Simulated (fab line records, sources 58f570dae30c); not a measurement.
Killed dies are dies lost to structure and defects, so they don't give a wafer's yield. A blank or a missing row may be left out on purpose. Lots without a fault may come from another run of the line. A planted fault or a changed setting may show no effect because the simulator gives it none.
Problem report in the 8D (eight disciplines) form, filled by code | flow berkeley_cmos170 | the parts of the form that need people (team, actions taken, sign-off) are left out

1. THE PROBLEM
PLDD_OVL at UCB170_PLDD_OVL_MEAS_07 reads a mean of 184 nm on 12 wafers of 4 lots; wafers without a fault read 4 nm with a standard deviation of 5.3. That is +34 standard deviations from the usual mean.
First seen on wafer L337.3, day 8 22:53, on overlay-02. The record holds 48 wafers of 16 lots with a number at this step. Rule for "out", or "out of limits": more than 4 standard deviations from the usual mean. The other wafers with a number count as sound.

2. WHAT IT IS AND WHAT IT IS NOT
question                    | is                     | is not
which readings at this step | PLDD_OVL               | -
which lots                  | L337, L339, L342, L343 | L325, L326, L327, L328, L329, L330, L331, L332, L333, L334, L335, L341
which wafers of those lots  | all that have a number | -
read on which gauges        | overlay-01, overlay-02 | -
when                        | from day 8 22:53       | up to then (33 sound wafers); but 3 sound wafers of L341 came after

3. SUSPECTS, AND WHAT RULES EACH OUT
Counting: a tool at a process step up to the reading stays a suspect if it ran every lot that is out and no sound lot after the first of them.
- the gauge at UCB170_PLDD_OVL_MEAS_07: ruled out. The wafers that are out were read on 2 gauges (overlay-01, overlay-02).
- krf_scanner-01 at UCB170_PLDD_EXPOSE_03 (exposes mask PSELECT, target cd 1200 nm): kept. It ran every lot that is out, first L337 (day 8 22:05), and no sound lot after that; its last sound lot up to then is L335 (day 8 21:07).
Left after counting: krf_scanner-01 at UCB170_PLDD_EXPOSE_03.

4. THE CAUSE (what the simulator had put in)
Scanner matching overlay: krf_scanner-01, from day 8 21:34 on, at UCB170_PLDD_EXPOSE_03. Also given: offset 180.
Counting left only this tool.

5. THE CHAIN OF EFFECTS, in route order
Each row: a reading whose mean over the struck wafers that have a number lies more than 3 standard deviations from the usual. Only readings for which the record gives a usual standard deviation are gone through. hours: the time from each lot's start at the first step in this table that gives one to its start at this step, as a median over the lots. sigmas: the change in usual standard deviations.
hours | step                    | reading  | usual | on struck wafers | change | sigmas
0     | UCB170_PLDD_OVL_MEAS_07 | PLDD_OVL | 4 nm  | 184              | +180   | +34
Later measuring or inspecting steps at which every struck wafer that the step has a row for has a number for every such reading, and none has moved that far: UCB170_PLDD_TW_MEAS_11.

6. WHAT WOULD HAVE CAUGHT IT SOONER
In this record the first reading out of limits at a measuring or inspecting step was taken at day 8 22:53, 1 hour after the fault began at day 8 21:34.
Of the tool readings at UCB170_PLDD_EXPOSE_03 for which the record gives a usual standard deviation, none was out on any struck wafer, so an alarm limit of 4 standard deviations on them would not have fired.
Of the lots that are out (4), L339, L342, L343 began UCB170_PLDD_EXPOSE_03 on krf_scanner-01 after day 8 22:53. A hold on the tool at that time would have spared those 3.
